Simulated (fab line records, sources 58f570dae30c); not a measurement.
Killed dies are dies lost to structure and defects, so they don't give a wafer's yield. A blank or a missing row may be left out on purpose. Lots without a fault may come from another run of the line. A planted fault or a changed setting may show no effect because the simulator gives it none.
fab line records | flow berkeley_cmos170
record lots=6 wafers=18 last_day=13
route steps=331 shown M2@272
lots that met no fault: from a run of the same line without faults
start_h: hours from the record's first day to the start of the lot's first wafer shown | wait_h: hours since the lot's step before | " the same as in the row above | L1.1+2: a row that stands for several wafers | - no value, or no start given | * or withheld: withheld | < > ~ a bound
route shown NAME@n: a module of which the file shows steps, and the number in the route of the first | usual: mean/standard deviation of fault-free wafers | same: alike in all rows | chamber/n: place in a boat | sites: the reading at each site | _std_site: their standard deviation | _edge_site: outer sites' mean less inner sites' | radius_mm: how far each site lies from the wafer's centre | mask NAME#n: copy n | behind: the tool/chamber that last shaped the wafer | hold: why the lot was held/for how many hours/how that ended | device: the transistor (n, p or np) that didn't switch | end of line: the same wafers' tests at the end of the route | a step without rows: its recipe alone | killed: dies lost to structure and defects at the first sort, not the wafer's yield | map: a wafer's dies, x killed, . not, _ none there
set.NAME: the setting as run; set.NAME@STEP: as run at that earlier step | model.NAME: the simulator's own value behind a step, which no gauge read
lots at some steps of the route; a table a step, a row a wafer
services: from which hour (start_h, from the record's first day; less than 0 if before it) a tool's chamber was out of use, for how many hours, and why
## steps
# step UCB170_M2_SPUTTER_01
# recipe material=Al target_thk_nm=900 time_s=120 power_w=6000 chamber_pressure_pa=0.5
# usual throttle_valve_pct=30.8/1.1
# columns lot.wafer tool chamber start_h wait_h throttle_valve_pct
L325.1 pvd_sputter-01 - 185.42 0.0 31.6
L325.5 " - " " 29.5
L325.6 " - " " 30.9
L330.3 pvd_sputter-04 - 205.81 0.0 31.3
L330.4 " - " " 28.6
L330.5 " - " " 31.5
L334.1 pvd_sputter-04 - 229.85 0.0 32.1
L334.4 " - " " 29.6
L334.5 " - " " 31.4
L337.1 pvd_sputter-01 - 242.55 0.0 31.8
L337.3 " - " " 30.8
L337.5 " - " " 30.6
L345.2 pvd_sputter-01 - 271.63 0.0 30.7
L345.3 " - " " 29.5
L345.4 " - " " 32.1
L346.1 pvd_sputter-04 - 289.99 0.0 29.8
L346.4 " - " " 32.4
L346.6 " - " " 28.8
# step UCB170_M2_RS_MEAS_02
# recipe thk_meas_gauge=four-point-probe reads=Al_of_M2_SPUTTER_01
# usual M2_AL_RS=0.0323/0.00039
# columns lot.wafer tool chamber start_h wait_h M2_AL_RS[ohm/sq]
L325.1 film_metro-03 - 185.50 0.0 0.0320
L325.5 " - " " 0.0319
L325.6 " - " " 0.0322
L330.3 film_metro-04 - 205.93 0.1 0.0316
L330.4 " - " " 0.0319
L330.5 " - " " 0.0316
L334.1 film_metro-03 - 229.93 0.0 0.0323
L334.4 " - " " 0.0323
L334.5 " - " " 0.0323
L337.1 film_metro-03 - 242.64 0.0 0.0325
L337.3 " - " " 0.0324
L337.5 " - " " 0.0326
L345.2 film_metro-01 - 271.73 0.1 0.0318
L345.3 " - " " 0.0320
L345.4 " - " " 0.0320
L346.1 film_metro-03 - 290.07 0.0 0.0329
L346.4 " - " " 0.0328
L346.6 " - " " 0.0328
# step UCB170_M2_THK_MEAS_03
# recipe thk_meas_gauge=xrf reads=Al_of_M2_SPUTTER_01
# usual M2_AL_THK=897/11
# columns lot.wafer tool chamber start_h wait_h M2_AL_THK[nm]
L325.1 film_metro-03 - 185.62 0.1 910
L325.5 " - " " 916
L325.6 " - " " 907
L330.3 film_metro-04 - 206.03 0.1 916
L330.4 " - " " 902
L330.5 " - " " 920
L334.1 film_metro-03 - 230.05 0.1 901
L334.4 " - " " 899
L334.5 " - " " 909
L337.1 film_metro-03 - 242.76 0.1 898
L337.3 " - " " 903
L337.5 " - " " 890
L345.2 film_metro-01 - 271.84 0.1 902
L345.3 " - " " 901
L345.4 " - " " 903
L346.1 film_metro-03 - 290.19 0.1 881
L346.4 " - " " 884
L346.6 " - " " 878
# step UCB170_M2_HMDS_04
# recipe prime_time_s=60 prime_temp_c=100
# step UCB170_M2_COAT_05
# recipe resist=KrF spin_rpm=1500 resist_thk_nm=900
# step UCB170_M2_SOFTBAKE_06
# recipe resist=KrF temp_c=130 time_s=60
# step UCB170_M2_STRIP_07
# recipe chemistry=O2 power_w=400 pressure_mtorr=3500 platen_temp_c=withheld o2_flow_sccm=400 overash_fraction=0.5
# usual drypump_motor_current_A=5.3/0.43 oes_product_au=0.734/0.0047 strip_time_to_endpoint_s=21.96/0.055
# columns lot.wafer tool chamber start_h wait_h drypump_motor_current_A oes_product_au rf_hours_counter_h strip_time_to_endpoint_s
L325.1 plasma_asher-04 1 186.13 0.1 4.7 0.732 46 22.03
L325.5 " 0 " " 5.7 0.729 - 22.01
L325.6 " 1 " " 4.7 0.739 - 21.93
L330.3 plasma_asher-01 0 206.55 0.1 5.9 0.722 - 22.03
L330.4 " 1 " " 5.3 0.736 - 21.92
L330.5 " 1 " " 5.3 0.737 - 21.94
L334.1 plasma_asher-03 0 230.65 0.1 4.8 0.717 45 21.90
L334.4 " 0 " " 4.8 0.733 - 21.93
L334.5 " 0 " " 4.9 0.740 - 21.98
L337.1 plasma_asher-03 1 243.68 0.1 4.9 0.731 47 21.96
L337.3 " 0 " " 4.9 0.728 - 21.95
L337.5 " 0 " " 4.8 0.727 - 21.92
L345.2 plasma_asher-04 0 272.76 0.2 5.7 0.730 57 21.93
L345.3 " 0 " " 5.7 0.731 - 21.88
L345.4 " 1 " " 4.7 0.723 - 21.98
L346.1 plasma_asher-01 0 290.70 0.1 5.9 0.729 22 21.98
L346.4 " 1 " " 5.3 0.733 - 22.07
L346.6 " 0 " " 5.9 0.737 - 22.01
# step UCB170_M2_STRIP_08
# recipe chemistry=DMSO temp_c=80 time_s=600 material=KrF
# step UCB170_M2_COAT_09
# recipe resist=BARC temp_c=withheld time_s=withheld spin_rpm=3000 resist_thk_nm=withheld
# step UCB170_M2_COAT_10
# recipe resist=KrF spin_rpm=1500 resist_thk_nm=900
# step UCB170_M2_SOFTBAKE_11
# recipe resist=KrF temp_c=130 time_s=60
# step UCB170_M2_EXPOSE_12
# recipe mask_id=METAL2 target_cd_nm=700 na=0.5 sigma_outer=0.6 source_shape=conventional dose_mj=26
# step UCB170_M2_PEB_13
# recipe peb_temp_c=130 peb_time_s=withheld resist=KrF
# usual chill_plate_temp_C=22.98/0.11 exhaust_pa=45.0/0.85
# columns lot.wafer tool chamber start_h wait_h chill_plate_temp_C exhaust_pa
L325.1 litho_track-01 0 187.10 0.1 23.00 45.0
L325.5 " 0 " " 22.88 44.3
L325.6 " 0 " " 22.98 45.1
L330.3 litho_track-02 0 207.54 0.1 23.22 46.2
L330.4 " 0 " " 23.17 46.3
L330.5 " 0 " " 23.08 46.2
L334.1 litho_track-01 - 231.83 0.3 - -
L334.4 " - " " - -
L334.5 " - " " - -
L337.1 litho_track-02 - 245.58 0.4 - -
L337.3 " - " " - -
L337.5 " - " " - -
L345.2 litho_track-02 0 274.61 0.7 23.08 45.3
L345.3 " 0 " " 23.02 44.8
L345.4 " 0 " " 22.95 46.1
L346.1 litho_track-04 0 293.66 0.2 23.20 44.8
L346.4 " 0 " " 22.98 44.5
L346.6 " 0 " " 23.07 45.3
# step UCB170_M2_DEVELOP_14
# recipe developer=TMAH develop_time_s=45 resist=KrF dev_temp_c=21
## services
# columns tool chamber start_h hours kind
pvd_sputter-01 - 223.22 3.2 repair
plasma_asher-01 - 234.27 2.3 repair
plasma_asher-03 - 261.27 34.0 repair
plasma_asher-03 - 284.35 4.9 repair
plasma_asher-04 - 287.18 2.5 repair
## key
first_sign step=UCB170_M2_PEB_13 reading=tool_record direction=missing
effect none on later readings
met_at UCB170_M2_PEB_13
struck_wafers L334.1,L334.4,L334.5,L337.1,L337.3,L337.5
later_rows_left_out L334.1,L334.4,L334.5,L337.1,L337.3,L337.5
sort_left_out L334.1,L334.4,L334.5,L337.1,L337.3,L337.5
onset_between 207.54 231.83
fault kind=skipped_step_whole tool=litho_track-01,litho_track-02 chamber=- onset_h=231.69 steps=UCB170_M2_PEB_13 scope=struck_lots_only
# sort_left_out: the simulated sort isn't trusted on such a fault, so these wafers' sort isn't shown, and their yield isn't known
# later_rows_left_out: the simulator's readings of these wafers behind a module that went badly wrong aren't trusted and aren't shown, but for the sort
